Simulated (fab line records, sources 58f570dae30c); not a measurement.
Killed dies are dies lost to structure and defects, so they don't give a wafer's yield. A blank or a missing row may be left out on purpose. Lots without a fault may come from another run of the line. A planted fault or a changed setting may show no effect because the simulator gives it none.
Which tool did it? | flow berkeley_cmos170 | 14 lots, 42 wafers sampled, at 5 steps of a route of 331

WHAT THE GAUGES READ, wafer by wafer
UCB170_SDANNEAL_RS_MEAS_05: measures by four-point-probe.
lot  | measured     | on            | NLDD_RS (ohm/sq)
L441 | day 6 16:23  | film_metro-01 | 615.8 614.0 615.2
L444 | day 7 01:56  | film_metro-03 | 615.0 615.8 616.2
L443 | day 7 02:14  | film_metro-01 | 615.6 615.1 614.8
L445 | day 7 18:07  | film_metro-03 | 617.6 615.1 618.0
L446 | day 7 18:34  | film_metro-01 | 616.5 615.9 616.2
L447 | day 8 05:19  | film_metro-03 | 617.3 618.0 617.0
L448 | day 8 12:58  | film_metro-01 | 616.3 616.8 616.9
L453 | day 8 23:23  | film_metro-01 | 577.6 559.3 552.1
L452 | day 8 23:56  | film_metro-01 | 556.3 579.1 558.1
L457 | day 10 05:09 | film_metro-02 | 613.8 613.8 615.0
L455 | day 10 05:35 | film_metro-01 | 614.3 614.0 616.1
L460 | day 11 03:25 | film_metro-02 | 614.6 615.3 616.7
L462 | day 11 11:52 | film_metro-03 | 616.1 615.5 615.3
L464 | day 11 22:47 | film_metro-03 | 614.8 614.5 613.9

WHICH TOOL RAN EACH LOT (tool, then ch and the chambers of the sampled wafers, then the start)
lot  | UCB170_GATE_ETCH_14                | UCB170_NLDD_IMPLANT_08          | UCB170_NSD_STRIP_09                  | UCB170_SDANNEAL_RTA_00
L441 | rie_diel-03 ch 0,1,3, day 5 22:30  | implanter-04 ch 0, day 6 02:46  | plasma_asher-03 ch 0, day 6 13:28    | rtp_anneal-01 ch 0, day 6 15:53
L444 | rie_diel-02 ch 0,1, day 6 09:31    | implanter-02 ch 0, day 6 14:30  | plasma_asher-03 ch 0,1, day 7 00:24  | rtp_anneal-02 ch 0, day 7 01:28
L443 | rie_diel-03 ch 0,1,3, day 6 09:48  | implanter-01 ch 0, day 6 15:50  | plasma_asher-04 ch 0,1, day 7 00:40  | rtp_anneal-01 ch 0, day 7 01:43
L445 | rie_diel-03 ch 0,1,3, day 7 03:09  | implanter-04 ch 0, day 7 06:40  | plasma_asher-04 ch 0, day 7 16:22    | rtp_anneal-01 ch 0, day 7 17:38
L446 | rie_diel-02 ch 0,3, day 7 03:23    | implanter-02 ch 0, day 7 06:56  | plasma_asher-02 ch 0,1, day 7 17:00  | rtp_anneal-02 ch 0, day 7 18:05
L447 | rie_diel-02 ch 1,2,3, day 7 11:13  | implanter-04 ch 0, day 7 16:46  | plasma_asher-03 ch 0,1, day 8 03:45  | rtp_anneal-01 ch 0, day 8 04:49
L448 | rie_diel-02 ch 1,2, day 7 23:32    | implanter-02 ch 0, day 8 02:59  | plasma_asher-02 ch 0,1, day 8 11:07  | rtp_anneal-02 ch 0, day 8 12:28
L453 | rie_diel-02 ch 0,1,3, day 8 08:14  | implanter-02 ch 0, day 8 12:02  | plasma_asher-04 ch 0,1, day 8 21:50  | rtp_anneal-01 ch 0, day 8 22:53
L452 | rie_diel-02 ch 0,1,3, day 8 08:31  | implanter-02 ch 0, day 8 12:43  | plasma_asher-02 ch 0,1, day 8 22:23  | rtp_anneal-01 ch 0, day 8 23:28
L457 | rie_diel-01 ch 0,1, day 9 12:50    | implanter-04 ch 0, day 9 16:44  | plasma_asher-04 ch 0,1, day 10 02:59 | rtp_anneal-01 ch 0, day 10 04:39
L455 | rie_diel-02 ch 0,1, day 9 13:10    | implanter-01 ch 0, day 9 16:59  | plasma_asher-04 ch 0,1, day 10 03:22 | rtp_anneal-01 ch 0, day 10 05:05
L460 | rie_diel-01 ch 1,3, day 10 12:56   | implanter-04 ch 0, day 10 18:48 | plasma_asher-04 ch 0,1, day 11 01:52 | rtp_anneal-02 ch 0, day 11 02:56
L462 | rie_diel-03 ch 0,1, day 10 20:34   | implanter-01 ch 0, day 11 00:25 | plasma_asher-02 ch 0,1, day 11 10:19 | rtp_anneal-01 ch 0, day 11 11:22
L464 | rie_diel-01 ch 1,2,3, day 11 05:56 | implanter-01 ch 0, day 11 09:36 | plasma_asher-04 ch 0,1, day 11 20:23 | rtp_anneal-01 ch 0, day 11 22:18
- UCB170_GATE_ETCH_14: etches BARC in N2/H2.
- UCB170_NLDD_IMPLANT_08
- UCB170_NSD_STRIP_09: strips in O2.
- UCB170_SDANNEAL_RTA_00: time 10 s.

WHAT THE TOOLS THEMSELVES READ (means of the sampled wafers that have a number; where no wafer has one, the mark that the record gives instead)
UCB170_GATE_ETCH_14.
lot  | tool        | drypump_motor_current_A (A) | oes_product_au (a.u.) | throttle_valve_pct (%)
L441 | rie_diel-03 | 5.9                         | 1.032                 | 13.22
L444 | rie_diel-02 | 4.9                         | 1.013                 | 13.34
L443 | rie_diel-03 | 5.8                         | 1.029                 | 13.22
L445 | rie_diel-03 | 5.8                         | 1.025                 | 13.22
L446 | rie_diel-02 | 5.2                         | 1.019                 | 13.41
L447 | rie_diel-02 | 5.5                         | 1.024                 | 13.34
L448 | rie_diel-02 | 5.3                         | 1.019                 | 13.27
L453 | rie_diel-02 | 5.3                         | 1.024                 | 13.35
L452 | rie_diel-02 | 5.2                         | 1.023                 | 13.36
L457 | rie_diel-01 | 5.6                         | 0.998                 | 13.46
L455 | rie_diel-02 | 4.9                         | 1.017                 | 13.34
L460 | rie_diel-01 | 5.7                         | 0.991                 | 13.36
L462 | rie_diel-03 | 6.1                         | 1.034                 | 13.20
L464 | rie_diel-01 | 5.6                         | 0.984                 | 13.30

UCB170_NSD_STRIP_09.
lot  | tool            | drypump_motor_current_A (A) | oes_product_au (a.u.) | strip_time_to_endpoint_s (s)
L441 | plasma_asher-03 | 6.31                        | 0.536                 | 35.86
L444 | plasma_asher-03 | 6.18                        | 0.535                 | 35.87
L443 | plasma_asher-04 | 5.80                        | 0.536                 | 35.71
L445 | plasma_asher-04 | 5.52                        | 0.531                 | 35.77
L446 | plasma_asher-02 | 5.71                        | 0.526                 | 35.70
L447 | plasma_asher-03 | 6.18                        | 0.528                 | 35.82
L448 | plasma_asher-02 | 5.59                        | 0.534                 | 35.75
L453 | plasma_asher-04 | 5.79                        | 0.536                 | 35.88
L452 | plasma_asher-02 | 5.59                        | 0.532                 | 35.83
L457 | plasma_asher-04 | 5.79                        | 0.536                 | 35.88
L455 | plasma_asher-04 | 5.81                        | 0.530                 | 35.84
L460 | plasma_asher-04 | 5.67                        | 0.536                 | 35.72
L462 | plasma_asher-02 | 5.60                        | 0.530                 | 35.88
L464 | plasma_asher-04 | 5.66                        | 0.535                 | 35.87

UCB170_SDANNEAL_RTA_00.
lot  | tool          | chamber_o2_ppm | lamp_power_pct (%) | wafer_temp_C_max
L441 | rtp_anneal-01 | 2.009          | 25.0               | 905.7
L444 | rtp_anneal-02 | 1.971          | 25.7               | 903.1
L443 | rtp_anneal-01 | 2.012          | 25.0               | 904.5
L445 | rtp_anneal-01 | 2.002          | 25.0               | 904.1
L446 | rtp_anneal-02 | 1.973          | 25.7               | 902.7
L447 | rtp_anneal-01 | 2.002          | 25.0               | 905.5
L448 | rtp_anneal-02 | 1.989          | 25.7               | 903.4
L453 | rtp_anneal-01 | 1.979          | 25.0               | 905.2
L452 | rtp_anneal-01 | 1.993          | 25.0               | 905.1
L457 | rtp_anneal-01 | 2.007          | 25.0               | 905.8
L455 | rtp_anneal-01 | 2.001          | 25.0               | 905.1
L460 | rtp_anneal-02 | 2.004          | 25.8               | 903.3
L462 | rtp_anneal-01 | 1.994          | 25.0               | 904.3
L464 | rtp_anneal-01 | 1.979          | 25.0               | 903.7

THE ANSWER, worked out from the rows above alone
Rule: what is usual is taken from the lots themselves. Put in order of their means at a reading, lots are off if they are a third of the lots or fewer, leave a main group of 4 or more, and stand apart from it by a gap of 3 or more times the standard deviation of the main group's means; of several such gaps the widest counts. A main group whose means are all the same, to the digits that the tables above print for the reading, isn't used. A lot without any number at a reading at which 4 lots or more have one is off too. The other lots that the step has rows for count as sound. The gauges are gone through in route order, then the tools' own readings, and for those a lot's mean is taken as printed above. The first step at which some lot is off is used, and at that step the reading that is off furthest; a lot without a number counts as furthest.
Off: L453, L452, at UCB170_SDANNEAL_RS_MEAS_05 (NLDD_RS). The main group: mean 615.6 ohm/sq, standard deviation 0.96.
A tool fits if, at a process step before that reading, it ran every lot that is off, and no sound lot after the first of them. The gauges at UCB170_SDANNEAL_RS_MEAS_05 are tried like those tools. One fits: implanter-02 at UCB170_NLDD_IMPLANT_08. Its last sound lot is L448 (day 8 02:59), its first lot that is off L453 (day 8 12:02): a fault that began between those two fits.

WHAT THE SIMULATOR HAD PUT IN
Process parameter drift: implanter-02, from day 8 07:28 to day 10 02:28, at UCB170_NLDD_IMPLANT_08. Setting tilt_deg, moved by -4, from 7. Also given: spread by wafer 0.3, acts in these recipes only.
Lots struck among those shown: L453, L452. The rule above found the same.
